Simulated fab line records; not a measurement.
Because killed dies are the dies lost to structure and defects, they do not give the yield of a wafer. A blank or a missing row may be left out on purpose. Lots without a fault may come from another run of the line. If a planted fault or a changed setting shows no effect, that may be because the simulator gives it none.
fab line records | flow ritCmos
record: lots: 6 | wafers: 18 | lastDay: 7
route steps=202 shown PSD@149 SDANNEAL@153 NSD@158 PLDD@159 NLDD@160 SILICIDE@161
lots untouched by any fault: they come from a run of this same line in which no faults occurred
startH: start of the lot's first displayed wafer, in hours after the record's first day | waitH: hours since the lot's step before | " identical to the entry in the row above | L1.1+2: several wafers, shown together as one row | - no value, or no start given | * or withheld: withheld | < > ~ a bound
route shown NAME@n: names a module that has steps shown in the file, with the first one's number in the route | usual: mean/standard deviation taken from wafers without a fault | same: alike in all rows | chamber/n: place in a boat | sites: readings site by site | _std_site: their standard deviation | _edge_site: outer sites' mean less inner sites' | radiusMm: how far each site lies from the wafer's centre | mask NAME#n: copy n | behind: tool/chamber where the wafer was last shaped | hold: why the lot went on hold/how many hours it stayed there/how the hold came to an end | device: the n, p or np transistor that did not switch | end of line: tests of these same wafers at the route's end | a step without rows: its recipe alone | killed: dies lost to structure and defects at the first sort, not the wafer's yield | map: per-die view of a wafer (x killed, . not killed, _ where there is no die)
set.NAME: the setting the step ran with; set.NAME@STEP: the setting that earlier step ran with | model.NAME: the simulator's own value behind a step, which no gauge read
lots seen at some steps along the route; tables by step, rows by wafer
services: when a tool's chamber went out of use (startH, in hours from the record's first day, below 0 if earlier), for how many hours, and the reason
== steps ==
step: RIT_PSD_HARDBAKE_07
recipe: resist: NOVOLAK | tempC: 140 | timeS: 60
step: RIT_PSD_IMPLANT_08
recipe: species: BF2 | energyKev: 27 | doseCm2: 5e+15 | tiltDeg: 7
step: RIT_PSD_STRIP_09
recipe: chemistry: O2 | timeS: 180 | resist: NOVOLAK | platenTempC: withheld | powerW: 500 | pressureMtorr: 4000 | o2FlowSccm: 4000
usual: drypumpMotorCurrentA: 5.5/0.38
same: timeS: 180
lot.wafer | tool           | chamber | startH | waitH | drypumpMotorCurrentA | rfHoursCounterH
L871.1    | plasmaAsher-01 | 0       | 81.54  | 0.1   | 6.2                  | 45
L871.2    | "              | 1       | "      | "     | 4.8                  | 45
L871.4    | "              | 0       | "      | "     | 6.2                  | -
L879.1    | plasmaAsher-03 | 1       | 118.40 | 0.1   | 5.7                  | 48
L879.2    | "              | 0       | "      | "     | 5.8                  | 48
L879.4    | "              | 0       | "      | "     | 5.8                  | -
L880.1    | plasmaAsher-04 | 0       | 124.45 | 0.1   | 5.2                  | 35
L880.4    | "              | 0       | "      | "     | 5.2                  | -
L880.6    | "              | 1       | "      | "     | 5.6                  | -
L884.3    | plasmaAsher-04 | 1       | 143.06 | 0.1   | 5.5                  | -
L884.5    | "              | 1       | "      | "     | 5.6                  | -
L884.6    | "              | 0       | "      | "     | 5.2                  | -
L885.2    | plasmaAsher-03 | 0       | 148.61 | 0.1   | 5.7                  | 51
L885.3    | "              | 0       | "      | "     | 5.7                  | -
L885.5    | "              | 1       | "      | "     | 5.7                  | -
L887.2    | plasmaAsher-03 | 1       | 158.51 | 0.1   | 5.7                  | 52
L887.3    | "              | 0       | "      | "     | 5.7                  | -
L887.5    | "              | 0       | "      | "     | 5.8                  | -
step: RIT_PSD_TW_MEAS_10
usual: PSD_TW: 3432/59
lot.wafer | tool         | chamber | startH | waitH | PSD_TW
L871.1    | filmMetro-02 | -       | 81.71  | 0.1   | 3431
L871.2    | "            | -       | "      | "     | 3447
L871.4    | "            | -       | "      | "     | 3440
L879.1    | filmMetro-03 | -       | 118.58 | 0.1   | 3526
L879.2    | "            | -       | "      | "     | 3521
L879.4    | "            | -       | "      | "     | 3536
L880.1    | filmMetro-01 | -       | 124.63 | 0.1   | 3393
L880.4    | "            | -       | "      | "     | 3408
L880.6    | "            | -       | "      | "     | 3374
L884.3    | filmMetro-01 | -       | 143.20 | 0.1   | 3388
L884.5    | "            | -       | "      | "     | 3373
L884.6    | "            | -       | "      | "     | 3390
L885.2    | filmMetro-01 | -       | 148.80 | 0.1   | 3382
L885.3    | "            | -       | "      | "     | 3398
L885.5    | "            | -       | "      | "     | 3384
L887.2    | filmMetro-01 | -       | 158.70 | 0.1   | 3374
L887.3    | "            | -       | "      | "     | 3383
L887.5    | "            | -       | "      | "     | 3396
step: RIT_SDANNEAL_CLEAN_00
recipe: chemistry: SC1 | mix: 3:3:50 | timeS: 600 | tempC: 75
step: RIT_SDANNEAL_CLEAN_01
recipe: chemistry: dHF | dilution: 50:1 | timeS: 30
step: RIT_SDANNEAL_CLEAN_02
recipe: chemistry: SC2 | mix: 3:3:50 | timeS: 600 | tempC: 75 | dry: n2Spin
step: RIT_SDANNEAL_RTA_03
recipe: tempC: 1050 | timeS: 5 | idleTempC: 600 | rampUpCPerS: 342 | rampDownCPerS: 171 | coolToC: 600 | ambient: N2
usual: wafer_temp_C_max: 1053.5/1.2
same: timeS: 5
lot.wafer | tool         | chamber | startH | waitH | wafer_temp_C_max
L871.1    | rtpAnneal-02 | 0       | 82.14  | 0.0   | 1051.3
L871.2    | "            | 0       | "      | "     | 1054.1
L871.4    | "            | 0       | "      | "     | 1052.8
L879.1    | rtpAnneal-01 | 0       | 119.04 | 0.0   | 1052.5
L879.2    | "            | 0       | "      | "     | 1054.3
L879.4    | "            | 0       | "      | "     | 1053.5
L880.1    | rtpAnneal-02 | 0       | 125.07 | 0.0   | 1052.4
L880.4    | "            | 0       | "      | "     | 1051.8
L880.6    | "            | 0       | "      | "     | 1054.9
L884.3    | rtpAnneal-02 | 0       | 143.63 | 0.0   | 1052.2
L884.5    | "            | 0       | "      | "     | 1053.0
L884.6    | "            | 0       | "      | "     | 1052.1
L885.2    | rtpAnneal-01 | 0       | 149.24 | 0.0   | 1054.1
L885.3    | "            | 0       | "      | "     | 1052.1
L885.5    | "            | 0       | "      | "     | 1054.3
L887.2    | rtpAnneal-01 | 0       | 159.14 | 0.0   | 1052.3
L887.3    | "            | 0       | "      | "     | 1052.3
L887.5    | "            | 0       | "      | "     | 1052.6
step: RIT_SDANNEAL_RS_MEAS_04
recipe: thkMeasGauge: four-point-probe
usual: PSD_RS: 115.98/0.29
lot.wafer | tool         | chamber | startH | waitH | PSD_RS[ohm/sq]
L871.1    | filmMetro-03 | -       | 82.20  | 0.0   | 115.95
L871.2    | "            | -       | "      | "     | 115.74
L871.4    | "            | -       | "      | "     | 115.58
L879.1    | filmMetro-02 | -       | 119.10 | 0.0   | 116.10
L879.2    | "            | -       | "      | "     | 115.77
L879.4    | "            | -       | "      | "     | 116.02
L880.1    | filmMetro-02 | -       | 125.13 | 0.0   | 116.34
L880.4    | "            | -       | "      | "     | 116.18
L880.6    | "            | -       | "      | "     | 116.23
L884.3    | filmMetro-01 | -       | 143.71 | 0.1   | 115.77
L884.5    | "            | -       | "      | "     | 115.81
L884.6    | "            | -       | "      | "     | 115.88
L885.2    | filmMetro-02 | -       | 149.31 | 0.1   | 116.11
L885.3    | "            | -       | "      | "     | 116.28
L885.5    | "            | -       | "      | "     | 116.18
L887.2    | filmMetro-02 | -       | 159.21 | 0.1   | 116.46
L887.3    | "            | -       | "      | "     | 116.25
L887.5    | "            | -       | "      | "     | 116.34
step: RIT_SDANNEAL_RS_MEAS_05
recipe: thkMeasGauge: four-point-probe
usual: NSD_RS: 84.61/0.28
lot.wafer | tool         | chamber | startH | waitH | NSD_RS[ohm/sq]
L871.1    | filmMetro-03 | -       | 82.32  | 0.1   | 84.58
L871.2    | "            | -       | "      | "     | 84.46
L871.4    | "            | -       | "      | "     | 84.64
L879.1    | filmMetro-02 | -       | 119.22 | 0.1   | 84.63
L879.2    | "            | -       | "      | "     | 84.42
L879.4    | "            | -       | "      | "     | 84.64
L880.1    | filmMetro-02 | -       | 125.25 | 0.1   | 84.35
L880.4    | "            | -       | "      | "     | 84.72
L880.6    | "            | -       | "      | "     | 84.55
L884.3    | filmMetro-01 | -       | 143.83 | 0.1   | 84.82
L884.5    | "            | -       | "      | "     | 84.91
L884.6    | "            | -       | "      | "     | 85.07
L885.2    | filmMetro-02 | -       | 149.43 | 0.1   | 84.23
L885.3    | "            | -       | "      | "     | 84.39
L885.5    | "            | -       | "      | "     | 84.36
L887.2    | filmMetro-02 | -       | 159.33 | 0.1   | 84.79
L887.3    | "            | -       | "      | "     | 84.46
L887.5    | "            | -       | "      | "     | 84.59
step: RIT_SDANNEAL_RS_MEAS_06
recipe: thkMeasGauge: four-point-probe
usual: PLDD_RS: 178.8/0.5
lot.wafer | tool         | chamber | startH | waitH | PLDD_RS[ohm/sq]
L871.1    | filmMetro-03 | -       | 82.44  | 0.1   | 178.6
L871.2    | "            | -       | "      | "     | 178.6
L871.4    | "            | -       | "      | "     | 178.6
L879.1    | filmMetro-02 | -       | 119.34 | 0.1   | 178.6
L879.2    | "            | -       | "      | "     | 179.2
L879.4    | "            | -       | "      | "     | 179.5
L880.1    | filmMetro-02 | -       | 125.37 | 0.1   | 178.6
L880.4    | "            | -       | "      | "     | 178.8
L880.6    | "            | -       | "      | "     | 179.1
L884.3    | filmMetro-01 | -       | 143.95 | 0.1   | 178.1
L884.5    | "            | -       | "      | "     | 179.0
L884.6    | "            | -       | "      | "     | 178.8
L885.2    | filmMetro-02 | -       | 149.55 | 0.1   | 178.4
L885.3    | "            | -       | "      | "     | 179.4
L885.5    | "            | -       | "      | "     | 178.5
L887.2    | filmMetro-02 | -       | 159.45 | 0.1   | 178.7
L887.3    | "            | -       | "      | "     | 179.0
L887.5    | "            | -       | "      | "     | 178.4
step: RIT_SDANNEAL_RS_MEAS_07
recipe: thkMeasGauge: four-point-probe
usual: NLDD_RS: 151.6/0.5
lot.wafer | tool         | chamber | startH | waitH | NLDD_RS[ohm/sq]
L871.1    | filmMetro-03 | -       | 82.56  | 0.1   | 152.7
L871.2    | "            | -       | "      | "     | 152.8
L871.4    | "            | -       | "      | "     | 152.3
L879.1    | filmMetro-02 | -       | 119.46 | 0.1   | 151.7
L879.2    | "            | -       | "      | "     | 151.7
L879.4    | "            | -       | "      | "     | 152.0
L880.1    | filmMetro-02 | -       | 125.49 | 0.1   | 151.6
L880.4    | "            | -       | "      | "     | 151.4
L880.6    | "            | -       | "      | "     | 151.4
L884.3    | filmMetro-01 | -       | 144.07 | 0.1   | 151.5
L884.5    | "            | -       | "      | "     | 151.1
L884.6    | "            | -       | "      | "     | 151.6
L885.2    | filmMetro-02 | -       | 149.67 | 0.1   | 151.8
L885.3    | "            | -       | "      | "     | 151.4
L885.5    | "            | -       | "      | "     | 151.2
L887.2    | filmMetro-02 | -       | 159.57 | 0.1   | 151.6
L887.3    | "            | -       | "      | "     | 152.0
L887.5    | "            | -       | "      | "     | 151.4
step: RIT_SILICIDE_WET_ETCH_00
recipe: chemistry: BOE | target: SiO2 | targetDepthNm: 14 | timeS: 15 | dry: n2Spin | dilution: 10:1 | tempC: 21.5
usual: bathHeatDutyPct: 1.7/0.42 | tempC: 21.51/0.1 | timeS: 15/0
lot.wafer | tool        | chamber | startH | waitH | bathHeatDutyPct | tempC | timeS | model.SiO2_of_FOX2_OXIDATION_00.thkNm
L871.1    | wetBench-01 | 2       | 82.68  | 0.1   | 2.7             | 21.63 | 15    | 123.8
L871.2    | "           | 2       | "      | "     | 1.9             | 21.59 | 15    | 126.2
L871.4    | "           | 2       | "      | "     | 1.8             | 21.49 | 15    | 129.1
L879.1    | wetBench-03 | 1       | 119.58 | 0.1   | -               | -     | -     | 142.5
L879.2    | "           | 1       | "      | "     | -               | -     | -     | 142.5
L879.4    | "           | 1       | "      | "     | -               | -     | -     | 142.4
L880.1    | wetBench-02 | 3       | 125.61 | 0.1   | -               | -     | -     | 139.9
L880.4    | "           | 3       | "      | "     | -               | -     | -     | 144.1
L880.6    | "           | 3       | "      | "     | -               | -     | -     | 137.5
L884.3    | wetBench-01 | 1       | 144.15 | 0.1   | 2.1             | 21.69 | 15    | 133
L884.5    | "           | 1       | "      | "     | 2.5             | 21.61 | 15    | 131.6
L884.6    | "           | 1       | "      | "     | 2.0             | 21.67 | 15    | 130.2
L885.2    | wetBench-03 | 1       | 149.77 | 0.1   | 1.7             | 21.48 | 15    | 135.9
L885.3    | "           | 1       | "      | "     | 2.0             | 21.48 | 15    | 136.5
L885.5    | "           | 1       | "      | "     | 1.7             | 21.58 | 15    | 132.9
L887.2    | wetBench-02 | 3       | 159.67 | 0.1   | 2.1             | 21.44 | 15    | 122.3
L887.3    | "           | 3       | "      | "     | 1.9             | 21.43 | 15    | 113.9
L887.5    | "           | 3       | "      | "     | 1.1             | 21.50 | 15    | 125.1
step: RIT_SILICIDE_SPUTTER_01
recipe: material: Ti | targetThkNm: 30 | powerW: 350 | chamberPressurePa: 0.667 | gas: Ar | timeS: 240 | substrateTempC: 25
usual: throttleValvePct: 29.3/0.66
same: timeS: 240
lot.wafer | tool          | chamber | startH | waitH | throttleValvePct
L871.1    | pvdSputter-04 | -       | 82.69  | 0.0   | 28.7
L871.2    | "             | -       | "      | "     | 29.0
L871.4    | "             | -       | "      | "     | 29.9
L879.1    | pvdSputter-04 | -       | 119.59 | 0.0   | 28.7
L879.2    | "             | -       | "      | "     | 28.9
L879.4    | "             | -       | "      | "     | 28.6
L880.1    | pvdSputter-01 | -       | 125.62 | 0.0   | 28.9
L880.4    | "             | -       | "      | "     | 29.9
L880.6    | "             | -       | "      | "     | 28.6
L884.3    | pvdSputter-01 | -       | 144.16 | 0.0   | 28.5
L884.5    | "             | -       | "      | "     | 29.8
L884.6    | "             | -       | "      | "     | 29.9
L885.2    | pvdSputter-04 | -       | 149.78 | 0.0   | 29.9
L885.3    | "             | -       | "      | "     | 29.2
L885.5    | "             | -       | "      | "     | 29.6
L887.2    | pvdSputter-04 | -       | 159.68 | 0.0   | 29.0
L887.3    | "             | -       | "      | "     | 28.5
L887.5    | "             | -       | "      | "     | 28.5
== services ==
tool           | chamber | startH | hours | kind
plasmaAsher-03 | -       | 61.16  | 2.7   | repair
plasmaAsher-01 | -       | 74.99  | 3.2   | repair
wetBench-03    | -       | 82.26  | 4.4   | pm
plasmaAsher-01 | -       | 90.39  | 5.1   | repair
wetBench-02    | -       | 91.05  | 1.9   | pm
wetBench-01    | -       | 115.11 | 4.1   | repair
rtpAnneal-02   | -       | 115.26 | 4.0   | pm
plasmaAsher-01 | -       | 115.79 | 4.3   | repair
pvdSputter-01  | -       | 121.45 | 1.4   | repair
== key ==
firstSign: step: RIT_SILICIDE_WET_ETCH_00 | reading: toolRecord | direction: missing
effect none on later readings
modelEffect: step: RIT_SILICIDE_WET_ETCH_00 | value: SiO2_of_FOX2_OXIDATION_00.thkNm | without: 125.9 | struck: 141.5
metAt RIT_SILICIDE_WET_ETCH_00
struckWafers L879.1,L879.2,L879.4,L880.1,L880.4,L880.6
laterRowsLeftOut L879.1,L879.2,L879.4,L880.1,L880.4,L880.6
sortLeftOut L879.1,L879.2,L879.4,L880.1,L880.4,L880.6
testerLeftOut L879,L880
fault: kind: skippedStepWhole | tool: wetBench-02,wetBench-03 | chamber: - | onsetH: 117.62 | steps: RIT_SILICIDE_WET_ETCH_00 | scope: struckLotsOnly
testerLeftOut: of these lots the tester's yield and bins aren't shown, on N5 and GAA mostly nor the transistor test; their killed dies are dies lost to structure and defects alone, not to doping, threshold or leakage, so they don't give the yield
sortLeftOut: the simulated sort isn't trusted on such a fault, so these wafers' sort isn't shown, and their yield isn't known
laterRowsLeftOut: the simulator's readings of these wafers behind a module that went badly wrong aren't trusted and aren't shown, but for the sort
